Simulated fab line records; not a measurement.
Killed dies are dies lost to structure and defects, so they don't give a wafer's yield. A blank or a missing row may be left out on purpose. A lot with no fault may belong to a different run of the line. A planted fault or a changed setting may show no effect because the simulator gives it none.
A sampling plan put to the test || flow berkeley cmos170 || one fab line, 30 faults that these records tell of, each judged on the records of the lots that it struck; 2 more are left out, because the records don't allow judging them
What counts as the plan is the set of the line's own looks, namely the steps on the route at which a gauge or an inspection reads a wafer and does not change it. Where struck wafers have a number at a look and the file lists that look's usual mean and standard deviation on fault-free wafers, the look can be judged. Caught: a look later than the fault's first step finds the struck wafers' mean 4 or more of those standard deviations (sigma) from the usual mean. On the tool: the fault's steps, tested the same way using the tool's own readings. Caught also covers a different recipe on the struck wafers, or a record left blank for those wafers only.

== THE FAULTS, as the simulator had put them in ==
1. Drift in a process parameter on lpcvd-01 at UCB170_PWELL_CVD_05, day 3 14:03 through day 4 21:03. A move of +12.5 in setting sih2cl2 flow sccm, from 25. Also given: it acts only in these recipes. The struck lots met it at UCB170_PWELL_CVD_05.
2. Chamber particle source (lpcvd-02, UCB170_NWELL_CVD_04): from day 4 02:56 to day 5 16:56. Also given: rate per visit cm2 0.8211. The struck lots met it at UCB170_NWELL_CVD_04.
3. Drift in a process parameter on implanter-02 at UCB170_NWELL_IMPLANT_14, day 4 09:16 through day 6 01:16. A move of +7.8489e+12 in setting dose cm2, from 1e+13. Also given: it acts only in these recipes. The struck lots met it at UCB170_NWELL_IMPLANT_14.
4. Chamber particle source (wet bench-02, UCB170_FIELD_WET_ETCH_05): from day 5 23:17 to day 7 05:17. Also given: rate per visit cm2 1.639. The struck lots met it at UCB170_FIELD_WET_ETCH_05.
5. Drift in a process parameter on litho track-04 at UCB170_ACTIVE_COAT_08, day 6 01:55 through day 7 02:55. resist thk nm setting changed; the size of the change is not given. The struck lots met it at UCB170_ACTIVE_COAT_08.
6. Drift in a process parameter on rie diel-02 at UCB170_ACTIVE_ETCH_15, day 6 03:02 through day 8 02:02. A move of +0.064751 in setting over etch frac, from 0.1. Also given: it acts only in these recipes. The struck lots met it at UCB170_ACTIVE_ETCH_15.
7. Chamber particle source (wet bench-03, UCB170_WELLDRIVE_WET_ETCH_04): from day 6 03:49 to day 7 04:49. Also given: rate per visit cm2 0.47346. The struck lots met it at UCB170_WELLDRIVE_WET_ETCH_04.
8. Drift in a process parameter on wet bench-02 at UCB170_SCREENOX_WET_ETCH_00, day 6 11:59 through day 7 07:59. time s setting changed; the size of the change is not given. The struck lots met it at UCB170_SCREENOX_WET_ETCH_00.
9. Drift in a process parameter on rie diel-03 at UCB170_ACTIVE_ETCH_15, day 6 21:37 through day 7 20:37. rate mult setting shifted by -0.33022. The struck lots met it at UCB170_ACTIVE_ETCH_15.
10. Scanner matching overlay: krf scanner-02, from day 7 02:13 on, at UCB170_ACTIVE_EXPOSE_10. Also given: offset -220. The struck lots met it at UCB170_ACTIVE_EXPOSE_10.
11. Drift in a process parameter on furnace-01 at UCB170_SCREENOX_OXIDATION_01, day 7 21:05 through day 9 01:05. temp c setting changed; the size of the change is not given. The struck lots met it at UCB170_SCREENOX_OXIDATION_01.
12. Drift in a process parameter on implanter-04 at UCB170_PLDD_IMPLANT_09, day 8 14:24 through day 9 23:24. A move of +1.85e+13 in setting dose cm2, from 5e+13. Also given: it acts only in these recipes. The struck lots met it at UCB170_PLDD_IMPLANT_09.
13. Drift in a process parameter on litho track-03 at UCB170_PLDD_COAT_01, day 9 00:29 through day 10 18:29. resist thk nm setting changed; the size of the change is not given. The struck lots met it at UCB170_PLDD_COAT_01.
14. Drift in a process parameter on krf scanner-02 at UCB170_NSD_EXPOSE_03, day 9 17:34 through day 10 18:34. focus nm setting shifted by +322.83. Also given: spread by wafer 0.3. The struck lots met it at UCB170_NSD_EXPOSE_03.
15. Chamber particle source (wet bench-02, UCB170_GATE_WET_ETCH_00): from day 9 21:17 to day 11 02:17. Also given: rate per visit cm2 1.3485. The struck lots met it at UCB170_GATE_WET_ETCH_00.
16. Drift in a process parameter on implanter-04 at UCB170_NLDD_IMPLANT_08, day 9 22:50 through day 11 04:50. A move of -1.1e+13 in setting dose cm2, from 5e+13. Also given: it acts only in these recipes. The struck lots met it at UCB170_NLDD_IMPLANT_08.
17. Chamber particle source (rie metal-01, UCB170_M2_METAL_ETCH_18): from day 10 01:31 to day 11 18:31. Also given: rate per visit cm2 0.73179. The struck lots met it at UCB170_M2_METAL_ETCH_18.
18. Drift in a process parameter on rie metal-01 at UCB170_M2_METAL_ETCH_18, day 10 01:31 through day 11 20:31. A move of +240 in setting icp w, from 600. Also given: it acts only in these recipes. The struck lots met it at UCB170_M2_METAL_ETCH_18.
19. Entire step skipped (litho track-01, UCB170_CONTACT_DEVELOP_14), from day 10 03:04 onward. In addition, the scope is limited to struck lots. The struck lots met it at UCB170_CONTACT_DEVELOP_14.
20. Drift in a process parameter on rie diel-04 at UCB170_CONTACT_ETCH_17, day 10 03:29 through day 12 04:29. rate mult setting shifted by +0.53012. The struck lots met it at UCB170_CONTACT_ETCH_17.
21. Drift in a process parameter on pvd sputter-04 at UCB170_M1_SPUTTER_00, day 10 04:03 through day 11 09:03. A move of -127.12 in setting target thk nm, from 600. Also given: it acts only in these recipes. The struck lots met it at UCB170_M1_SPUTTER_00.
22. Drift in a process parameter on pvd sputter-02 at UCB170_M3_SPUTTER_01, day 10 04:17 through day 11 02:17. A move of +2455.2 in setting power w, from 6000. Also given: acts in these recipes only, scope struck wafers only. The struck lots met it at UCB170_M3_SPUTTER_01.
23. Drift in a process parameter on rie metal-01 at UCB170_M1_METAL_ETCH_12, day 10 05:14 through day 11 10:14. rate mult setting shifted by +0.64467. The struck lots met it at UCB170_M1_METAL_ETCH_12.
24. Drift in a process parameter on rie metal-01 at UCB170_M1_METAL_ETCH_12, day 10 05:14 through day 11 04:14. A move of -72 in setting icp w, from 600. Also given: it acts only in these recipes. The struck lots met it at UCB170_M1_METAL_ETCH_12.
25. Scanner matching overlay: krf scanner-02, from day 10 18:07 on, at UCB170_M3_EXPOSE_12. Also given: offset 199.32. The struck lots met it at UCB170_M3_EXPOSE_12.
26. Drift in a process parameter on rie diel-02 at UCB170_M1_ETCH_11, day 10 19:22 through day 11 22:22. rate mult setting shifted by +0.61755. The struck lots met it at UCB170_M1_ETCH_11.
27. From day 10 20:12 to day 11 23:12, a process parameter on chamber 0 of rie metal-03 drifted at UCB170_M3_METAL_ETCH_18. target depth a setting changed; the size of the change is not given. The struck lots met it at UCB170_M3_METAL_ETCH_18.
28. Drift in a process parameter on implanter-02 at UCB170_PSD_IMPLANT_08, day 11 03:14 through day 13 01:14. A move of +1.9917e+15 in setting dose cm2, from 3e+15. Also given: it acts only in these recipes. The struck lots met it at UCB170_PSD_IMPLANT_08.
29. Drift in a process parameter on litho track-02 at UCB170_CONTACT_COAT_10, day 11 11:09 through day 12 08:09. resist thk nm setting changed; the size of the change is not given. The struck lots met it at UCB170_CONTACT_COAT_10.
30. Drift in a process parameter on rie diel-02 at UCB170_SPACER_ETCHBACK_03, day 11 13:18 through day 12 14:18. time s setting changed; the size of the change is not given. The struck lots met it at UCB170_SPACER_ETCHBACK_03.

== WHAT THE PLAN SAW ==
{"fault": 1, "on the tool itself": "sih2cl2 flow sccm +99 or beyond sigma", "first look that catches it": "UCB170_PWELL_THK_MEAS_06", "reading, sigma": "PWELL_NITRIDE_THK +15", "median hours from its first step to that look": 1.9, "hours from the fault's start to the first struck lot there": 6, "judged looks passed uncaught": 0}
{"fault": 2, "on the tool itself": "under 2 sigma", "first look that catches it": "not the one look that can be judged after it", "reading, sigma": "-", "median hours from its first step to that look": "-", "hours from the fault's start to the first struck lot there": "-", "judged looks passed uncaught": 1}
{"fault": 3, "on the tool itself": "dose ions cm2 +99 or beyond sigma", "first look that catches it": "UCB170_NWELL_TW_MEAS_16", "reading, sigma": "NWELL_TW +44", "median hours from its first step to that look": 0.2, "hours from the fault's start to the first struck lot there": 9, "judged looks passed uncaught": 0}
{"fault": 4, "on the tool itself": "no reading that can be judged", "first look that catches it": "none of the 2 looks that can be judged after it", "reading, sigma": "-", "median hours from its first step to that look": "-", "hours from the fault's start to the first struck lot there": "-", "judged looks passed uncaught": 2}
{"fault": 5, "on the tool itself": "under 2 sigma", "first look that catches it": "not the one look that can be judged after it", "reading, sigma": "strongest: cd nm at UCB170_ACTIVE_CD_MEAS_90, +2.4", "median hours from its first step to that look": "-", "hours from the fault's start to the first struck lot there": "-", "judged looks passed uncaught": 1}
{"fault": 6, "on the tool itself": "under 2 sigma", "first look that catches it": "no look after it can be judged", "reading, sigma": "-", "median hours from its first step to that look": "-", "hours from the fault's start to the first struck lot there": "-", "judged looks passed uncaught": 0}
{"fault": 7, "on the tool itself": "under 2 sigma", "first look that catches it": "none of the 2 looks that can be judged after it", "reading, sigma": "-", "median hours from its first step to that look": "-", "hours from the fault's start to the first struck lot there": "-", "judged looks passed uncaught": 2}
{"fault": 8, "on the tool itself": "run length s +49 sigma", "first look that catches it": "none of the 2 looks that can be judged after it", "reading, sigma": "strongest: FIELD_OXIDE_LEFT_2_THK at UCB170_FIELD_THK_MEAS_91, -2.8", "median hours from its first step to that look": "-", "hours from the fault's start to the first struck lot there": "-", "judged looks passed uncaught": 2}
{"fault": 9, "on the tool itself": "oes product au -8.6 sigma", "first look that catches it": "no look after it can be judged", "reading, sigma": "-", "median hours from its first step to that look": "-", "hours from the fault's start to the first struck lot there": "-", "judged looks passed uncaught": 0}
{"fault": 10, "on the tool itself": "no reading that can be judged", "first look that catches it": "UCB170_ACTIVE_OVL_MEAS_14", "reading, sigma": "ACTIVE_OVL -37", "median hours from its first step to that look": 0.6, "hours from the fault's start to the first struck lot there": 0, "judged looks passed uncaught": 0}
{"fault": 11, "on the tool itself": "tube center temp C +99 or beyond sigma", "first look that catches it": "UCB170_SCREENOX_THK_MEAS_02", "reading, sigma": "SCREENOX_OXIDE_THK +19", "median hours from its first step to that look": 1.7, "hours from the fault's start to the first struck lot there": 7, "judged looks passed uncaught": 0}
{"fault": 12, "on the tool itself": "dose ions cm2 +99 or beyond sigma", "first look that catches it": "UCB170_PLDD_TW_MEAS_11", "reading, sigma": "PLDD_TW +6.2", "median hours from its first step to that look": 0.3, "hours from the fault's start to the first struck lot there": 12, "judged looks passed uncaught": 0}
{"fault": 13, "on the tool itself": "no reading that can be judged", "first look that catches it": "not the one look that can be judged after it", "reading, sigma": "-", "median hours from its first step to that look": "-", "hours from the fault's start to the first struck lot there": "-", "judged looks passed uncaught": 1}
{"fault": 14, "on the tool itself": "no reading that can be judged", "first look that catches it": "UCB170_NSD_CD_MEAS_06", "reading, sigma": "cd nm +5.9", "median hours from its first step to that look": 1.1, "hours from the fault's start to the first struck lot there": 1, "judged looks passed uncaught": 0}
{"fault": 15, "on the tool itself": "no reading that can be judged", "first look that catches it": "none of the 2 looks that can be judged after it", "reading, sigma": "-", "median hours from its first step to that look": "-", "hours from the fault's start to the first struck lot there": "-", "judged looks passed uncaught": 2}
{"fault": 16, "on the tool itself": "dose ions cm2 -99 or beyond sigma", "first look that catches it": "UCB170_SDANNEAL_RS_MEAS_05", "reading, sigma": "NLDD_RS +44", "median hours from its first step to that look": 12.8, "hours from the fault's start to the first struck lot there": 26, "judged looks passed uncaught": 1}
{"fault": 17, "on the tool itself": "under 2 sigma", "first look that catches it": "none of the 2 looks that can be judged after it", "reading, sigma": "-", "median hours from its first step to that look": "-", "hours from the fault's start to the first struck lot there": "-", "judged looks passed uncaught": 2}
{"fault": 18, "on the tool itself": "rf fwd power W +99 or beyond sigma", "first look that catches it": "UCB170_M2_CD_MEAS_90", "reading, sigma": "cd nm -4.3", "median hours from its first step to that look": 0.3, "hours from the fault's start to the first struck lot there": 13, "judged looks passed uncaught": 0}
{"fault": 19, "on the tool itself": "no reading that can be judged", "first look that catches it": "no look after it can be judged", "reading, sigma": "-", "median hours from its first step to that look": "-", "hours from the fault's start to the first struck lot there": "-", "judged looks passed uncaught": 0}
{"fault": 20, "on the tool itself": "oes product au +14 sigma", "first look that catches it": "not the one look that can be judged after it", "reading, sigma": "strongest: cd nm at UCB170_CONTACT_CD_MEAS_90, +3.7", "median hours from its first step to that look": "-", "hours from the fault's start to the first struck lot there": "-", "judged looks passed uncaught": 1}
{"fault": 21, "on the tool itself": "under 2 sigma", "first look that catches it": "UCB170_M1_RS_MEAS_01", "reading, sigma": "M1_AL_RS +23", "median hours from its first step to that look": 0.1, "hours from the fault's start to the first struck lot there": 0, "judged looks passed uncaught": 0}
{"fault": 22, "on the tool itself": "cathode dc power W +99 or beyond sigma", "first look that catches it": "UCB170_M3_RS_MEAS_02", "reading, sigma": "M3_AL_RS -21", "median hours from its first step to that look": 0.1, "hours from the fault's start to the first struck lot there": 12, "judged looks passed uncaught": 0}
{"fault": 23, "on the tool itself": "under 2 sigma", "first look that catches it": "UCB170_M1_CD_MEAS_90", "reading, sigma": "cd nm -7.0", "median hours from its first step to that look": 0.2, "hours from the fault's start to the first struck lot there": 1, "judged looks passed uncaught": 0}
{"fault": 24, "on the tool itself": "rf fwd power W -45 sigma", "first look that catches it": "no look after it can be judged", "reading, sigma": "-", "median hours from its first step to that look": "-", "hours from the fault's start to the first struck lot there": "-", "judged looks passed uncaught": 0}
{"fault": 25, "on the tool itself": "no reading that can be judged", "first look that catches it": "UCB170_M3_OVL_MEAS_16", "reading, sigma": "M3_OVL +30", "median hours from its first step to that look": 0.8, "hours from the fault's start to the first struck lot there": 3, "judged looks passed uncaught": 0}
{"fault": 26, "on the tool itself": "oes product au +15 sigma", "first look that catches it": "no look after it can be judged", "reading, sigma": "-", "median hours from its first step to that look": "-", "hours from the fault's start to the first struck lot there": "-", "judged looks passed uncaught": 0}
{"fault": 27, "on the tool itself": "oes product au -4.8 sigma", "first look that catches it": "no look after it can be judged", "reading, sigma": "-", "median hours from its first step to that look": "-", "hours from the fault's start to the first struck lot there": "-", "judged looks passed uncaught": 0}
{"fault": 28, "on the tool itself": "dose ions cm2 +99 or beyond sigma", "first look that catches it": "UCB170_PSD_TW_MEAS_10", "reading, sigma": "PSD_TW +18", "median hours from its first step to that look": 0.2, "hours from the fault's start to the first struck lot there": 7, "judged looks passed uncaught": 0}
{"fault": 29, "on the tool itself": "under 2 sigma", "first look that catches it": "none of the 2 looks that can be judged after it", "reading, sigma": "-", "median hours from its first step to that look": "-", "hours from the fault's start to the first struck lot there": "-", "judged looks passed uncaught": 2}
{"fault": 30, "on the tool itself": "run length s -75 sigma", "first look that catches it": "no look after it can be judged", "reading, sigma": "-", "median hours from its first step to that look": "-", "hours from the fault's start to the first struck lot there": "-", "judged looks passed uncaught": 0}
A dash: this means the fault isn't caught or the number doesn't appear in these records.

Caught at a look: 13 of 30. Caught on the tool: 15 of 30. By one or the other: 20 of 30.
On the tool alone, faults 8, 9, 20, 24, 26, 27, 30 were caught.
Caught at a look alone: faults 10, 14, 21, 23, 25.
Caught by neither: faults 2, 4, 5, 6, 7, 13, 15, 17, 19, 29.

== THINNER SAMPLING ==
Were the look that catches a fault to measure just every second or every third lot (counted by lot number), the first struck lot would, at worst, be measured this late:
{"fault": 1, "struck lots at that look, in order of time": "L286, L287, L288", "every lot": "6 h", "every second lot": "13 h", "every third lot": "13 h"}
{"fault": 3, "struck lots at that look, in order of time": "L215, L217, L220", "every lot": "9 h", "every second lot": "24 h", "every third lot": "may miss all 3"}
{"fault": 10, "struck lots at that look, in order of time": "L436, L437, L438, L440", "every lot": "0 h", "every second lot": "1 h", "every third lot": "1 h"}
{"fault": 11, "struck lots at that look, in order of time": "L877, L875, L876", "every lot": "7 h", "every second lot": "8 h", "every third lot": "8 h"}
{"fault": 12, "struck lots at that look, in order of time": "L313, L316", "every lot": "12 h", "every second lot": "18 h", "every third lot": "may miss all 2"}
{"fault": 14, "struck lots at that look, in order of time": "L722", "every lot": "1 h", "every second lot": "may miss it", "every third lot": "may miss it"}
{"fault": 16, "struck lots at that look, in order of time": "L510, L513", "every lot": "26 h", "every second lot": "39 h", "every third lot": "may miss all 2"}
{"fault": 18, "struck lots at that look, in order of time": "L237, L239", "every lot": "13 h", "every second lot": "may miss all 2", "every third lot": "may miss all 2"}
{"fault": 21, "struck lots at that look, in order of time": "L147, L149", "every lot": "0 h", "every second lot": "may miss all 2", "every third lot": "may miss all 2"}
{"fault": 22, "struck lots at that look, in order of time": "L836, L832", "every lot": "12 h", "every second lot": "may miss all 2", "every third lot": "may miss all 2"}
{"fault": 23, "struck lots at that look, in order of time": "L329, L330, L338", "every lot": "1 h", "every second lot": "2 h", "every third lot": "may miss all 3"}
{"fault": 25, "struck lots at that look, in order of time": "L522, L519", "every lot": "3 h", "every second lot": "3 h", "every third lot": "may miss all 2"}
{"fault": 28, "struck lots at that look, in order of time": "L934, L932", "every lot": "7 h", "every second lot": "may miss all 2", "every third lot": "may miss all 2"}
Hours are from the fault's start to the first struck lot that is measured. The limit of 4 sigma was tested on all struck wafers together, so one lot alone may lie under it. Other struck lots may not be in these records.

== THE LONGEST TIMED WAY FROM STEP TO LOOK ==
Fault 16: the median time between UCB170_NLDD_IMPLANT_08 and UCB170_SDANNEAL_RS_MEAS_05 is 12.8 hours. The look between them that can be judged stayed within 4 sigma: UCB170_NLDD_TW_MEAS_11.
